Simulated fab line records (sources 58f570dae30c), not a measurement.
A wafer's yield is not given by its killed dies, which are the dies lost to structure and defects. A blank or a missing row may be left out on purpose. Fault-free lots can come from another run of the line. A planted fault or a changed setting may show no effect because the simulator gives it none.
A struck lot beside a sound one -- flow berkeley-cmos170 -- 15 out of 331 route steps
Sound: these wafers, L671.1, L671.2, L671.4. Wafers struck: L687.2, L687.4, L687.5. Last of all comes the cause.
At each step with rows: each side's tool, then ch and its chambers, then its first start. Under that, the readings that differ: sound wafers -- struck wafers -- difference of the means -- sigmas: that difference in standard deviations of wafers without a fault.
alike: readings with means less than 2 such deviations apart, plus words and numbers identical on both sides. not compared: withheld readings, readings lacking a value on some wafer, bounds such as >300 that could conceal the same value, and numbers that have no deviation in the record and whose values overlap.
The two part at a step that has a row with sigmas, a row that says differs or no value, or rows on one side only. Numbers that don't overlap but have no deviation are shown without sigmas and don't part them. A reading missing from all wafers of one side parts the sides only when that side holds two or more wafers.

UCB170_NVT_OVL_MEAS_06:
  sound on overlay-01 at day 6 05:28; struck on overlay-01 at day 9 21:49
  alike: NVT_OVL
next, for these wafers, 1 step has no rows: UCB170_NVT_IMPLANT_07.
UCB170_NVT_STRIP_08: strips in O2.
  sound on plasma-asher-04 ch 0,1, day 6 05:38; struck on plasma-asher-03 ch 0,1, day 9 22:00
reading,sound,struck,difference,sigmas
strip-time-to-endpoint-s (s),21.69 21.68 21.61,21.55 21.53 21.55,-0.12,-2
  alike: drypump-motor-current-A, oes-product-au
  not compared: rf-hours-counter-h
UCB170_NVT_TW_MEAS_09:
  sound on film-metro-03 at day 6 05:44; struck on film-metro-02 at day 9 22:07
reading,sound,struck,difference,sigmas
NVT_TW,519 523 520,528 531 533,+10,+3
then, 7 steps without rows for these wafers: UCB170_NVT_CLEAN_10 (cleans in SPM, time 600 s); UCB170_PVT_HMDS_00 (prime time 60 s); UCB170_PVT_COAT_01 (resist thk 900 nm); UCB170_PVT_SOFTBAKE_02 (time 60 s); UCB170_PVT_EXPOSE_03 (exposes mask NWELL, target cd 3000 nm); UCB170_PVT_PEB_04; UCB170_PVT_DEVELOP_05 (develop time 45 s).
UCB170_PVT_OVL_MEAS_06:
  sound on overlay-01 at day 6 07:26; struck on overlay-02 at day 9 23:18
  alike: PVT_OVL
UCB170_PVT_IMPLANT_07:
  sound on implanter-03 ch 0, day 6 07:28; struck on implanter-03 ch 0, day 9 23:22
reading,sound,struck,difference,sigmas
beam-energy-keV,29.989 30.001 29.995,29.128 29.129 29.131,-0.866,-88
model.implant.drp-nm (nm),16.56 16.56 16.56,16.27 16.27 16.27,-0.29,
  alike: dose-ions-cm2
UCB170_PVT_STRIP_08: strips in O2.
  sound on plasma-asher-03 ch 0,1, day 6 07:37; struck on plasma-asher-03 ch 1, day 9 23:29
  alike: drypump-motor-current-A, oes-product-au, strip-time-to-endpoint-s
  not compared: rf-hours-counter-h
-- the record jumps here: 2 days lie between the struck wafers' starts before and after (it left off in module PVT and takes up again in module M3, whose first step shown is number 331 of the route) --
UCB170_M3_PROBE_99:
  the record has rows for the struck wafers here (prober-01, day 12 08:49) and none for the sound ones

WHERE THEY PART
Last at UCB170_M3_PROBE_99 as far as this record goes, first at UCB170_NVT_STRIP_08.

WHY: what had been put in by the simulator
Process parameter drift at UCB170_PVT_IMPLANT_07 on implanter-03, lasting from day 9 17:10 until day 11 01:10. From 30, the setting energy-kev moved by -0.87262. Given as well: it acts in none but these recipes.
